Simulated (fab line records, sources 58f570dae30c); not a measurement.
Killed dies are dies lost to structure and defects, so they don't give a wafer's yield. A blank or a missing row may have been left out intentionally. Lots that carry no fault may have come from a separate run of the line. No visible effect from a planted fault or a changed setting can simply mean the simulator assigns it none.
Split-lot experiment -- flow berkeleyCmos170 -- 23 wafers read across 5 lots, on a route 331 steps long

== ON THE SPLIT ==
At UCB170_V2_EXPOSE_09 (exposes mask VIA2, target cd 700 nm), the setting doseMj was moved away from the recipe's 37 on 8 of the 23 wafers read, by -6.6% to -2.1%. All remaining wafers had this setting at the recipe value.

== FROM THE SPLIT TO THE READING: what the file shows between them, 5 steps ==
- UCB170_V2_PEB_10
- UCB170_V2_DEVELOP_11: develop time 45 s
- UCB170_V2_CD_MEAS_12: target cd 700 nm
- UCB170_V2_ETCH_14: etches SiO2 in CHF3/CF4/Ar, stops on Al, target depth 1250 nm, time 291 s
- UCB170_V2_STRIP_15: strips in O2

== THE READING ==
cdNm, in nm, at UCB170_V2_CD_MEAS_90 (target cd 700 nm). A value of 700.0 nm with a standard deviation of 1.4 nm is what fault-free wafers of this fab line usually give.

wafer,"tool, chamber at the split",doseMj as run,against the recipe,"cdNm, nm",against lot-mates on the recipe
L078.1,"krfScanner-02, 0",37,recipe,701.3,-
L078.3,"krfScanner-02, 0",37,recipe,701.4,-
L078.4,"krfScanner-02, 0",37,recipe,702.3,-
L078.5,"krfScanner-02, 0",37,recipe,702.1,-
L078.6,"krfScanner-02, 0",37,recipe,703.0,-
L075.1,"krfScanner-01, 0",37,recipe,701.0,-
L075.3,"krfScanner-01, 0",37,recipe,701.2,-
L075.6,"krfScanner-01, 0",37,recipe,700.2,-
L081.1,"krfScanner-02, 0",36.22,-2.1%,694.5,-4.7
L081.3,"krfScanner-02, 0",36.22,-2.1%,694.7,-4.5
L081.4,"krfScanner-02, 0",36.22,-2.1%,695.7,-3.5
L081.5,"krfScanner-02, 0",37,recipe,699.1,-
L081.6,"krfScanner-02, 0",37,recipe,699.3,-
L080.1,"krfScanner-02, 0",34.57,-6.6%,685.4,-11.6
L080.2,"krfScanner-02, 0",34.57,-6.6%,684.4,-12.6
L080.3,"krfScanner-02, 0",37,recipe,697.8,-
L080.4,"krfScanner-02, 0",37,recipe,696.2,-
L080.6,"krfScanner-02, 0",34.57,-6.6%,685.5,-11.5
L084.1,"krfScanner-01, 0",35.75,-3.4%,694.7,-5.1
L084.2,"krfScanner-01, 0",37,recipe,699.0,-
L084.3,"krfScanner-01, 0",37,recipe,700.8,-
L084.4,"krfScanner-01, 0",37,recipe,699.7,-
L084.6,"krfScanner-01, 0",35.75,-3.4%,694.1,-5.7

THE FIT
A straight line over all 23 wafers: cdNm changes by +2.26 nm for each +1% of doseMj; r = +0.96; the points scatter about the line by 1.6 nm.
The same after taking each lot's own level away (the mean of its wafers on the recipe; 23 wafers): +1.8 nm for each +1%; r = +0.99; scatter 0.64 nm.
On that fit, the largest move of doseMj shifts the reading by 12 nm.
From 697.00 to 702.02 nm: that is the span of the lots' own levels, equal to 3.6 times the standard deviation above.
Thus the slope moves with the lot-to-lot level: the two fits are different.
Check: for one of the wafers moved furthest among these (-6.6%), held out of the fit, the line's prediction against its lot-mates is -11.9 nm. Against them it came out at -11.6 nm.

== OTHER SPLITS APPLIED TO THESE WAFERS ==
Before the reading, these wafers also passed through other splits. Each is held against what the fit with the lots' levels taken away leaves over:
other split on the same wafers,wafers away from the commonest value,r with cdNm (lot level and that fit taken away)
UCB170_M1_METAL_ETCH_12 biasW,8,-0.09
UCB170_V1_CVD_00 timeS,8,+0.01
UCB170_M2_PEB_13 pebTempC,7,-0.09

== THE WHOLE CHAIN: every reading that the file lists as answering this split, in the file's order ==
step,what it does,reading,change (the file's fit),r (the file's)
UCB170_V2_CD_MEAS_12,target cd 700 nm,cdNm,+1.82 nm for each +1% of the setting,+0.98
UCB170_V2_ETCH_14,"etches SiO2 in CHF3/CF4/Ar, stops on Al, target depth 1250 nm, time 291 s","V2.cdNm (the simulator's own value, which no gauge read)",+1.8 nm for each +1% of the setting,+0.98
UCB170_V2_CD_MEAS_90,target cd 700 nm,cdNm,+1.79 nm for each +1% of the setting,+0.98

== FILE'S OWN FIT ==
cdNm changes by +1.79 nm for each +1% of doseMj, r = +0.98.
